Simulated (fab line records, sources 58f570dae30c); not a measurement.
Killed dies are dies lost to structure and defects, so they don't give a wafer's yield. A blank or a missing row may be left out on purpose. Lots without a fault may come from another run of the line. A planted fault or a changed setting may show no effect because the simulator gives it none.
A struck lot beside a sound one | flow berkeley_cmos170 | 15 steps out of a route of 331
Sound: wafers L870.2, L870.4, L870.5. Struck: wafers L879.2, L879.3, L879.5. The cause comes at the end.
At each step with rows: each side's tool, then ch and its chambers, then its first start. Under that, the readings that differ: sound wafers | struck wafers | difference of the means | sigmas: that difference in standard deviations of wafers without a fault.
alike: readings whose means differ by less than 2 such deviations, and words and numbers that are the same on both sides. not compared: withheld readings, readings that some wafer has no value for, bounds like >300 that may hide the same value, and numbers for which the record gives no deviation and whose values overlap.
The two part at a step that has a row with sigmas, a row that says differs or no value, or rows on one side only. Numbers that don't overlap but have no deviation are shown without sigmas and don't part them. A reading that every wafer of one side lacks parts them only if that side has two wafers or more.

first, 3 steps without rows for these wafers: UCB170_PWELL_EXPOSE_10 (exposes mask PWELL, target cd 3000 nm); UCB170_PWELL_PEB_11; UCB170_PWELL_DEVELOP_12 (develop time 45 s).
UCB170_PWELL_OVL_MEAS_13:
  sound on overlay-01, day 3 09:20; struck on overlay-02, day 5 05:02
  alike: PWELL_OVL
UCB170_PWELL_ETCH_14: etches Si3N4 in CH3F/Ar/O2, stops on SiO2, target depth 242 nm, time 151 s.
  sound on rie_diel-02 ch 0,3, day 3 09:22; struck on rie_diel-03 ch 0,1,3, day 5 05:04
  alike: O2_flow_sccm, drypump_motor_current_A, oes_product_au, throttle_valve_pct
  not compared: rf_hours_counter_h
then, 1 step without rows for these wafers: UCB170_PWELL_IMPLANT_15.
UCB170_PWELL_STRIP_16: strips in O2.
  sound on plasma_asher-04 ch 1, day 3 09:37; struck on plasma_asher-04 ch 0, day 5 05:19
  reading               | sound             | struck            | difference | sigmas
  oes_product_au (a.u.) | 0.731 0.724 0.727 | 0.716 0.717 0.720 | -0.010     | -2
  alike: drypump_motor_current_A, strip_time_to_endpoint_s
  not compared: rf_hours_counter_h
UCB170_PWELL_TW_MEAS_17:
  sound on film_metro-02, day 3 09:44; struck on film_metro-04, day 5 05:26
  alike: PWELL_TW
then, 4 steps without rows for these wafers: UCB170_PWELL_CLEAN_18 (cleans in SPM, time 600 s); UCB170_PWELL_WET_ETCH_19 (etches Si3N4 in H3PO4, time 14400 s); UCB170_PWELL_WET_ETCH_20 (etches SiO2 in BOE, time 22 s); UCB170_WELLDRIVE_CLEAN_00 (cleans in SPM, time 600 s).
UCB170_WELLDRIVE_OXIDATION_01: target thk 199 nm, ox time 9000 s.
  sound on furnace-03 ch 0, day 3 16:52; struck on furnace-03 ch 0, day 5 14:34
  reading                                          | sound                | struck               | difference | sigmas
  spike_tc_centre_C (C)                            | 1103.0 1104.2 1102.4 | 1088.3 1087.4 1087.9 | -15.3      | -13
  spike_tc_load_C (C)                              | 1124 1123 1127       | 1108 1106 1107       | -18        | -5
  spike_tc_source_C (C)                            | 1127.1 1127.4 1126.2 | 1110.1 1110.3 1110.0 | -16.8      | -6
  model.SiO2_of_WELLDRIVE_OXIDATION_01.thk_nm (nm) | 199.6 193.9 199.7    | 178.7 179.6 178.7    | -18.7      |
UCB170_WELLDRIVE_THK_MEAS_02:
  sound on film_metro-01, day 3 20:22; struck on film_metro-01, day 5 18:18
  reading                  | sound       | struck      | difference | sigmas
  WELLDRIVE_OXIDE_THK (nm) | 200 194 200 | 179 180 179 | -19        | -5
  not compared: hold
then, 1 step without rows for these wafers: UCB170_M3_PROBE_99.

WHERE THEY PART
First at UCB170_PWELL_STRIP_16; last, within this record, at UCB170_WELLDRIVE_THK_MEAS_02.

WHY: what the simulator had put in
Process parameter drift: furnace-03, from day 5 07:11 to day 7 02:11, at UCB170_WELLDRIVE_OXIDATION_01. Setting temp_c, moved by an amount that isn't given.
